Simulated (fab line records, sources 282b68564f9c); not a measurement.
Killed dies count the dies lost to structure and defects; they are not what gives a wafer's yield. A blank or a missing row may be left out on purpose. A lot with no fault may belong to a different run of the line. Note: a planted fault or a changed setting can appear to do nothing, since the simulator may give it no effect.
Split-lot experiment | flow rit cmos | 23 wafers read from 5 lots, route of 202 steps

ABOUT THE SPLIT
At RIT_CONTACT_SOFTBAKE_04 (time 60 s), the setting temp c was moved away from the recipe's 90 C on 7 of the 23 wafers read, by -4.0% to -2.3%. This setting was run at the recipe's value on the other wafers.

FROM THE SPLIT TO THE READING: what the file shows between them, 2 steps
- RIT_CONTACT_EXPOSE_05: exposes mask M11, target cd 1000 nm
- RIT_CONTACT_PEB_06

THE READING
NOVOLAK_of_CONTACT_COAT_03.thk nm (the simulator's own value, which no gauge read), in nm, at RIT_CONTACT_DEVELOP_07 (develop time 122.7 s). There is no usual value for it anywhere in the file. The 16 wafers here that ran the recipe average 1000.8 nm, standard deviation 2.4 nm.

wafer  | tool, chamber at the split | temp c as run, C | against the recipe | NOVOLAK_of_CONTACT_COAT_03.thk nm, nm | against lot-mates on the recipe
L075.2 | litho track-02, 0          | 90               | recipe             | 1001                                  | -
L075.3 | litho track-02, 0          | 90               | recipe             | 998.5                                 | -
L075.6 | litho track-02, 0          | 90               | recipe             | 999.5                                 | -
L076.1 | litho track-02, 0          | 87.62            | -2.6%              | 1005                                  | +8.0
L076.2 | litho track-02, 0          | 87.62            | -2.6%              | 1004                                  | +7.0
L076.3 | litho track-02, 0          | 90               | recipe             | 995.9                                 | -
L076.4 | litho track-02, 0          | 90               | recipe             | 997.6                                 | -
L076.6 | litho track-02, 0          | 90               | recipe             | 997.5                                 | -
L077.1 | litho track-02, 0          | 90               | recipe             | 1004                                  | -
L077.2 | litho track-02, 0          | 90               | recipe             | 1003                                  | -
L077.3 | litho track-02, 0          | 87.95            | -2.3%              | 1008                                  | +4.5
L077.4 | litho track-02, 0          | 87.95            | -2.3%              | 1010                                  | +6.5
L077.6 | litho track-02, 0          | 87.95            | -2.3%              | 1006                                  | +2.5
L082.2 | litho track-02, 0          | 86.44            | -4.0%              | 1013                                  | +10.7
L082.3 | litho track-02, 0          | 90               | recipe             | 1003                                  | -
L082.4 | litho track-02, 0          | 90               | recipe             | 1002                                  | -
L082.5 | litho track-02, 0          | 90               | recipe             | 1002                                  | -
L082.6 | litho track-02, 0          | 86.44            | -4.0%              | 1009                                  | +6.7
L083.1 | litho track-01, 0          | 90               | recipe             | 998.2                                 | -
L083.3 | litho track-01, 0          | 90               | recipe             | 1003                                  | -
L083.4 | litho track-01, 0          | 90               | recipe             | 1003                                  | -
L083.5 | litho track-01, 0          | 90               | recipe             | 1002                                  | -
L083.6 | litho track-01, 0          | 90               | recipe             | 1002                                  | -

FIT RESULTS
A straight line over all 23 wafers: NOVOLAK_of_CONTACT_COAT_03.thk nm changes by -2.46 nm for each +1% of temp c; r = -0.81; the points scatter about the line by 2.5 nm.
The same after taking each lot's own level away (the mean of its wafers on the recipe; 23 wafers): -2.28 nm for each +1%; r = -0.91; scatter 1.5 nm.
The reading moves by 9 nm for the largest change in temp c, on that fit.
Measured against the standard deviation above, the lots' own levels, which go from 997.00 to 1003.50 nm, span 2.7 times it.
Hence the lot-to-lot level has little effect on the slope; both slopes agree.
Check: +8.45 nm against its lot-mates is what the line predicts for one of the wafers moved furthest among these (-4.0%) when that wafer is left out of the fit. Against them it came out at +10.7 nm.

THE FILE'S OWN FIT
NOVOLAK_of_CONTACT_COAT_03.thk nm changes by -2.3 nm for each +1% of temp c, r = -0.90.
